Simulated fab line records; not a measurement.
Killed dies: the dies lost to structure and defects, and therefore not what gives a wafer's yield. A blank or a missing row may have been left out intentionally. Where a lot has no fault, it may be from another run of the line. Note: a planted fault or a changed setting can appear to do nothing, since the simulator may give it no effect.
The tool behind it: which one? ; flow berkeley cmos170 ; 12 lots, 36 wafers sampled, at 1 step of a route of 331

WHAT EACH GAUGE READ, for each wafer
UCB170_FIELD_THK_MEAS_91.
lot;measured;on;FIELD_OXIDE_LEFT_2_THK (nm)
L076;day 7 11:14;film metro-04;362 357 360
L075;day 7 11:25;film metro-04;370 353 366
L079;day 7 22:04;film metro-02;358 367 358
L080;day 8 06:28;film metro-04;359 355 353
L084;day 8 20:29;film metro-01;349 347 360
L085;day 9 06:42;film metro-02;328 335 334
L087;day 9 23:02;film metro-01;341 351 351
L089;day 10 08:47;film metro-01;339 347 344
L093;day 10 17:16;film metro-02;364 348 360
L091;day 10 20:59;film metro-01;361 348 352
L095;day 11 05:11;film metro-01;354 363 351
L097;day 11 16:31;film metro-01;350 348 342

WHAT TOOL EACH LOT RAN ON (gives the tool, then ch and the chambers of the sampled wafers, and finally the start)
No process step before these readings appears in the record.

THE ANSWER, worked out from the rows above alone
Rule: usual is defined by the lots themselves. Put in order of their means at a reading, lots are off if they are a third of the lots or fewer, leave a main group of 4 or more, and stand apart from it by a gap of 3 or more times the standard deviation of the main group's means; of several such gaps the widest counts. A main group whose means are all the same, to the digits that the tables above print for the reading, isn't used. A lot without any number at a reading at which 4 lots or more have one is off too. Any other lot the step has rows for is counted as sound.
None of the lots is off at any reading shown; this tells nothing.

WHAT THE SIMULATOR HAD INSERTED
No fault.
